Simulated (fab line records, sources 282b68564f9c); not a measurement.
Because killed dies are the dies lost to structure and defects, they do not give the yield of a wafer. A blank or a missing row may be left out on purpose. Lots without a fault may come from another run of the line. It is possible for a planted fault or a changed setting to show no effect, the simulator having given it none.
A single fault, viewed from 2 desks -- flow rit_cmos -- each desk holds nothing but its own numbers, with what lay behind them at the end

== FOR THE TOOL OWNER'S DESK: pvd_sputter-02 ==
The tool's own readings at RIT_SILICIDE_SPUTTER_01 (material Ti, target thk 30 nm, time 240 s): means of the sampled wafers that have a number, for each lot that ran on this tool. Any lot whose mean is over 4 standard deviations away from the usual mean is out of limits and marked OUT; that distance is given in the brackets.
Columns: A = cathode_dc_power_W at RIT_SILICIDE_SPUTTER_01, usual 350.00 W; B = throttle_valve_pct at RIT_SILICIDE_SPUTTER_01, usual 29.9 %
lot,first seen here,A,B
L105,day 3 19:39,350.01,30.0
L108,day 4 08:54,350.04,29.9
L111,day 5 04:13,350.01,28.7
L113,day 5 19:44,350.03,28.5
Result from this desk: across the 4 lots, nothing is out of limits.

== FROM THE METROLOGY DESK ==
Means of the sampled wafers that have a number, per lot and without regard to the tool the lot ran on: this is what the gauges read. Any lot whose mean is over 4 standard deviations away from the usual mean is out of limits and marked OUT; that distance is given in the brackets.
Columns: A = PSD_TW at RIT_PSD_TW_MEAS_10, usual 3417; B = PSD_RS at RIT_SDANNEAL_RS_MEAS_04, usual 115.90 ohm/sq; C = NSD_RS at RIT_SDANNEAL_RS_MEAS_05, usual 84.50 ohm/sq; D = PLDD_RS at RIT_SDANNEAL_RS_MEAS_06, usual 178.6 ohm/sq; E = NLDD_RS at RIT_SDANNEAL_RS_MEAS_07, usual 151.6 ohm/sq; F = SILICIDE_TI_RS at RIT_SILICIDE_RS_MEAS_02, usual 47.9 ohm/sq; G = SILICIDE_TI_THK at RIT_SILICIDE_THK_MEAS_03, usual 30.6 nm
lot,first seen here,A,B,C,D,E,F,G
L105,day 3 18:40,3365,115.40,84.02,178.2,151.7,48.0,30.6
L108,day 4 07:53,3444,115.68,84.40,177.8,152.3,47.9,30.6
L111,day 5 03:15,3458,115.79,84.67,178.0,152.0,41.9 (-10) OUT,34.3 (+11) OUT
L113,day 5 18:46,3403,115.69,84.52,178.9,151.2,42.6 (-9.1) OUT,33.9 (+10) OUT
L118,day 6 18:37,3424,115.83,84.43,178.7,150.6,47.3,30.8
L119,day 7 05:19,3388,116.29,84.62,179.1,151.2,47.7,30.7
Per this desk, out of limits: L111, L113; the first was L111, day 5 04:24 (SILICIDE_TI_RS at RIT_SILICIDE_RS_MEAS_02). L105, L108, L118, L119: within limits.

== BROUGHT TOGETHER ==
At day 5 04:24 the metrology desk could have sounded an alarm, on L111, L113.
Nothing out of limits was seen by the tool owner's desk.
On record at the tool owner's desk: L111, L113, within its limits.
The lots listed all ran RIT_SILICIDE_SPUTTER_01 on pvd_sputter-02.

== WHAT THE SIMULATOR HAD INSERTED ==
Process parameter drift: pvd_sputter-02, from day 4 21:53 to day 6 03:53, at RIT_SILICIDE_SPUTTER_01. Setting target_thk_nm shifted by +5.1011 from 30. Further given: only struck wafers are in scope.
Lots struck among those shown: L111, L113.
Time in hours between the start of the fault and the first out-of-limits reading at each desk: metrology desk, 7.
